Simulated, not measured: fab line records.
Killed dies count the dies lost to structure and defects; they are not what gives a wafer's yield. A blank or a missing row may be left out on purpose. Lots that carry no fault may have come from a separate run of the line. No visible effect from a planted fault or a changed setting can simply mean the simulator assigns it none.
A struck lot beside a sound one	flow rit_cmos	18 steps out of a route of 202
Sound: these wafers, L454.1, L454.4, L454.5. The struck wafers were L466.2, L466.5, L466.6. Last of all comes the cause.
Per side, at each step with rows, come the tool, then ch with its chambers, and then its first start. Under that, the readings that differ: sound wafers	struck wafers	difference of the means	sigmas: that difference in standard deviations of wafers without a fault.
alike: readings whose means differ by less than 2 such deviations, and words and numbers that are the same on both sides. not compared: withheld readings, readings that some wafer has no value for, bounds like >300 that may hide the same value, and numbers for which the record gives no deviation and whose values overlap.
The two part at a step that has a row with sigmas, a row that says differs or no value, or rows on one side only. Numbers that don't overlap but have no deviation are shown without sigmas and don't part them. A reading that every wafer of one side lacks parts them only if that side has two wafers or more.

first, 2 steps without rows for these wafers: RIT_NWELL_HARDBAKE_07 (time 120 s); RIT_NWELL_IMPLANT_08.
RIT_NWELL_STRIP_09: strips in O2, time 180 s.
  sound on plasma_asher-03 ch 0,1, day 3 03:20; struck on plasma_asher-03 ch 0,1, day 5 14:58
  alike: chamber_pressure_mTorr, drypump_motor_current_A
  not compared: rf_hours_counter_h
RIT_NWELL_TW_MEAS_10:
  struck on film_metro-02, day 5 15:10; sound on film_metro-04, day 3 03:31
reading	sound	struck	difference	sigmas
NWELL_TW	2100 2099 2101	2164 2161 2170	+65	+2
then, 6 steps without rows for these wafers: RIT_PWELL_HMDS_00 (prime time 60 s); RIT_PWELL_COAT_01 (resist thk 1300 nm); RIT_PWELL_SOFTBAKE_02 (time 60 s); RIT_PWELL_EXPOSE_03 (exposes mask M3, target cd 43700 nm); RIT_PWELL_PEB_04; RIT_PWELL_DEVELOP_05 (develop time 68 s).
RIT_PWELL_OVL_MEAS_06:
  struck on overlay-01, day 5 16:05; sound on overlay-02, day 3 04:39
  alike: PWELL_OVL
then, 1 step without rows for these wafers: RIT_PWELL_HARDBAKE_07 (time 120 s).
RIT_PWELL_IMPLANT_08:
  sound on implanter-02 ch 0, day 3 04:56; struck on implanter-02 ch 0, day 5 16:24
reading	sound	struck	difference	sigmas
dose_ions_cm2	6.997e+13 6.993e+13 7.008e+13	9.106e+13 9.098e+13 9.1e+13	+2.102e+13	+99 or more
faraday_current_uA	218 221 227	291 280 278	+61	+13
RIT_PWELL_STRIP_09: strips in O2, time 180 s.
  sound on plasma_asher-04 ch 0,1, day 3 05:05; struck on plasma_asher-03 ch 0,1, day 5 16:31
  alike: chamber_pressure_mTorr, drypump_motor_current_A
  not compared: rf_hours_counter_h
RIT_PWELL_TW_MEAS_10:
  struck on film_metro-04, day 5 16:56; sound on film_metro-03, day 3 05:16
reading	sound	struck	difference	sigmas
PWELL_TW	958 956 960	1017 1017 1016	+59	+5
  not compared: hold
RIT_WELLDRIVE_RS_MEAS_01: the measuring method here is four-point-probe.
  struck on film_metro-04, day 5 23:49; sound on film_metro-03, day 3 11:46
  alike: NWELL_RS
RIT_WELLDRIVE_RS_MEAS_02: the measuring method here is four-point-probe.
  struck on film_metro-04, day 6 00:14; sound on film_metro-03, day 3 11:53
reading	sound	struck	difference	sigmas
PWELL_RS (ohm/sq)	426.5 428.7 427.7	364.9 365.1 365.5	-62.5	-37
  not compared: hold
RIT_M1_PROBE_99:
  only the struck wafers here have rows in the record (prober-02, day 7 15:19); the sound ones have none

== WHERE THEY PART ==
At RIT_NWELL_TW_MEAS_10 first; at RIT_M1_PROBE_99 last (within this record only).

WHY: what the simulator had put in
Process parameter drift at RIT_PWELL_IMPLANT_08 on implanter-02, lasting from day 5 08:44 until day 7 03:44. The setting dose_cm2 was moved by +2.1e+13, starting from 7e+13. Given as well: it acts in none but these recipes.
